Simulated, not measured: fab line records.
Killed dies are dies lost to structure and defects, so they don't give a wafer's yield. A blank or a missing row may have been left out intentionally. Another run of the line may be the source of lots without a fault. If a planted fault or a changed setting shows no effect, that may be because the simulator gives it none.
Problem report, 8D (eight disciplines) form, completed by code | flow rit cmos | the parts of the form that need people (team, actions taken, sign-off) are left out

== 1. THE PROBLEM ==
run length s at RIT_M1_METAL_ETCH_12 reads a mean of 152.3 s on 6 wafers of 2 lots; wafers without a fault read 193.6 s with a standard deviation of 0.37. So: -99 or more standard deviations from the usual mean.
The step: etches Al in Cl2/BCl3, stops on SiO2, time 165 s, target depth 600 nm.
Earliest sighting: wafer L880.2 on rie metal-01 at day 7 00:41. Wafers with a number at this step in the record: 18, from 6 lots. Rule for "out" (also "out of limits"): further than 4 standard deviations from the usual mean. The other wafers with a number count as sound.

== 2. WHAT THIS IS AND IS NOT ==
question                    | is                           | is not
which readings at this step | run length s, oes product au | drypump motor current A, throttle valve pct
which lots                  | L880, L882                   | L869, L876, L886, L887
which wafers of those lots  | all that have a number       | -
read on which tools         | rie metal-01                 | rie metal-03, rie metal-04
when                        | from day 7 00:41             | up to then (6 sound wafers); but 6 sound wafers of L886, L887 came after

== 3. SUSPECTS, AND WHAT RULES EACH OUT ==
Counting: a tool stays on the suspect list if, at a process step up to the reading, it processed all lots that are out and no sound lot following the first of them.
- rie metal-01 at RIT_M1_METAL_ETCH_12 (etches Al in Cl2/BCl3, stops on SiO2, time 165 s, target depth 600 nm): kept. It processed each lot that is out, first L880 at day 7 00:41, and no sound lot thereafter; up to then, the last sound lot it processed was L869 at day 4 11:33. Out on those wafers are its own readings of oes product au, run length s.
Remaining after the count: rie metal-01 at RIT_M1_METAL_ETCH_12.

== 4. THE CAUSE (what the simulator had put in) ==
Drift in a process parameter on rie metal-01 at RIT_M1_METAL_ETCH_12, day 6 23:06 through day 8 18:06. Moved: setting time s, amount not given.
Only this tool survived the counting.

== 5. SEQUENCE OF EFFECTS, ordered by route ==
One row per reading whose mean, taken over the struck wafers that have a number, lies over 3 standard deviations from the usual. Only readings for which the record gives a usual standard deviation are gone through. hours: the time from each lot's start at the first step in this table that gives one to its start at this step, as a median over the lots. sigmas: the change in usual standard deviations.
hours | step                 | reading        | usual      | on struck wafers | change | sigmas
0     | RIT_M1_METAL_ETCH_12 | oes product au | 0.778 a.u. | 0.981            | +0.203 | +18
0     | RIT_M1_METAL_ETCH_12 | run length s   | 193.6 s    | 152.3            | -41.3  | -99 or more
The process steps in it:
- RIT_M1_METAL_ETCH_12: etches Al in Cl2/BCl3, stops on SiO2, time 165 s, target depth 600 nm.

== 6. HOW IT WOULD HAVE BEEN CAUGHT EARLIER ==
In this record the first reading out of limits was taken at day 7 00:41, 2 hours after the fault began at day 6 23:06.
